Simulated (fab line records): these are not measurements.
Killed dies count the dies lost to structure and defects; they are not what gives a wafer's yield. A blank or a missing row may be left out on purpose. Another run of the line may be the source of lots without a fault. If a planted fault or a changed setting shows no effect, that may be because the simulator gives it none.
Matching of chambers :: flow berkeley cmos170 :: cmp-02 running UCB170_V2_CMP_02: 4 sister chambers
The step polishes SiO2. 16 wafers are shown with their chamber, then 8 later ones without.

## WAFERS PAIRED WITH THEIR CHAMBERS
wafer: L526.1
chamber: 2
motor current A (A): 15.2

wafer: L526.2
chamber: 3
motor current A (A): 20.0

wafer: L526.4
chamber: 0
motor current A (A): 17.2

wafer: L527.1
chamber: 0
motor current A (A): 17.3

wafer: L527.2
chamber: 3
motor current A (A): 19.6

wafer: L527.3
chamber: 1
motor current A (A): 15.1

wafer: L531.1
chamber: 2
motor current A (A): 15.9

wafer: L531.2
chamber: 3
motor current A (A): 19.3

wafer: L531.3
chamber: 1
motor current A (A): 15.9

wafer: L533.1
chamber: 0
motor current A (A): 16.2

wafer: L533.4
chamber: 3
motor current A (A): 19.2

wafer: L533.5
chamber: 3
motor current A (A): 20.2

wafer: L534.3
chamber: 2
motor current A (A): 15.4

wafer: L534.4
chamber: 1
motor current A (A): 15.0

wafer: L534.5
chamber: 2
motor current A (A): 15.2

wafer: L536.1
chamber: 2
motor current A (A): 16.4

SIGNATURES (means of the wafers above)
reading: motor current A
chamber 0: 16.900
chamber 1: 15.333
chamber 2: 15.620
chamber 3: 19.660
scatter within a chamber: 0.506
Rule: distance of a wafer from a chamber = root of the sum over the readings of ((wafer's reading minus chamber's mean) / reading's scatter) squared. If the next closest chamber is less than 2 further off than the closest, the wafer can't be placed; otherwise it belongs to the closest. How the scatter is found: for the shown wafers, subtract from each reading the mean of its chamber, square and add these, divide the total by (wafers less chambers), then take the root.

## WAFERS WITH NO CHAMBER GIVEN
wafer: L536.2
motor current A (A): 15.5

wafer: L536.6
motor current A (A): 16.7

wafer: L538.4
motor current A (A): 19.6

wafer: L538.5
motor current A (A): 15.8

wafer: L538.6
motor current A (A): 15.3

wafer: L539.1
motor current A (A): 15.9

wafer: L539.3
motor current A (A): 16.5

wafer: L539.6
motor current A (A): 15.3

## WHICH CHAMBER EACH ONE RAN IN
wafer: L536.2
from the rows above: can't be placed: 2 or 1
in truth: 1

wafer: L536.6
from the rows above: can't be placed: 0 or 2
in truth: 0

wafer: L538.4
from the rows above: 3
in truth: 3

wafer: L538.5
from the rows above: can't be placed: 2 or 1 or 0
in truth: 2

wafer: L538.6
from the rows above: can't be placed: 1 or 2
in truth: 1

wafer: L539.1
from the rows above: can't be placed: 2 or 1 or 0
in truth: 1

wafer: L539.3
from the rows above: can't be placed: 0 or 2 or 1
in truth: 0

wafer: L539.6
from the rows above: can't be placed: 1 or 2
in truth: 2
Placed correctly: 1 of 8. These rows do not allow placing 7 (true chamber among the candidates in 7). Placed wrongly: 0.
